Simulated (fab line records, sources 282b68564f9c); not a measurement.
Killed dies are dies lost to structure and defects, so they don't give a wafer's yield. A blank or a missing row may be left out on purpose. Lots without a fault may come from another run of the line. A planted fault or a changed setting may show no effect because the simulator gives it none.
Which tool did it? | flow rit_cmos | 7 lots, 21 wafers sampled, at 2 steps of a route of 202

WHAT THE GAUGES READ, wafer by wafer
RIT_SDANNEAL_RS_MEAS_04: measures by four-point-probe.
lot  | measured    | on            | PSD_RS (ohm/sq)
L216 | day 3 16:55 | film_metro-04 | 115.23 115.83 115.80
L218 | day 4 02:22 | film_metro-04 | 116.41 115.95 116.64
L221 | day 4 13:20 | film_metro-04 | 115.86 115.84 115.42
L224 | day 5 07:53 | film_metro-04 | 115.75 115.63 115.89
L229 | day 6 06:11 | film_metro-03 | 120.23 120.24 120.13
L234 | day 7 10:50 | film_metro-01 | 116.22 116.02 116.21
L237 | day 7 22:04 | film_metro-04 | 115.68 115.34 115.72

WHICH TOOL RAN EACH LOT (tool, then ch and the chambers of the sampled wafers, then the start)
lot  | RIT_PSD_IMPLANT_08
L216 | implanter-03 ch 0, day 3 16:06
L218 | implanter-03 ch 0, day 4 01:32
L221 | implanter-01 ch 0, day 4 12:30
L224 | implanter-01 ch 0, day 5 07:04
L229 | implanter-03 ch 0, day 6 05:22
L234 | implanter-01 ch 0, day 7 09:59
L237 | implanter-01 ch 0, day 7 21:13
- RIT_PSD_IMPLANT_08

THE ANSWER, worked out from the rows above alone
Rule: what is usual is taken from the lots themselves. Put in order of their means at a reading, lots are off if they are a third of the lots or fewer, leave a main group of 4 or more, and stand apart from it by a gap of 3 or more times the standard deviation of the main group's means; of several such gaps the widest counts. A main group whose means are all the same, to the digits that the tables above print for the reading, isn't used. A lot without any number at a reading at which 4 lots or more have one is off too. The other lots that the step has rows for count as sound.
Off: L229, at RIT_SDANNEAL_RS_MEAS_04 (PSD_RS). The main group: mean 115.86 ohm/sq, standard deviation 0.28.
A tool fits if, at a process step before that reading, it ran every lot that is off, and no sound lot after the first of them. The gauges at RIT_SDANNEAL_RS_MEAS_04 are tried like those tools. Can't be told from this: 2 tools fit, implanter-03 at RIT_PSD_IMPLANT_08, film_metro-03 at RIT_SDANNEAL_RS_MEAS_04.

WHAT THE SIMULATOR HAD PUT IN
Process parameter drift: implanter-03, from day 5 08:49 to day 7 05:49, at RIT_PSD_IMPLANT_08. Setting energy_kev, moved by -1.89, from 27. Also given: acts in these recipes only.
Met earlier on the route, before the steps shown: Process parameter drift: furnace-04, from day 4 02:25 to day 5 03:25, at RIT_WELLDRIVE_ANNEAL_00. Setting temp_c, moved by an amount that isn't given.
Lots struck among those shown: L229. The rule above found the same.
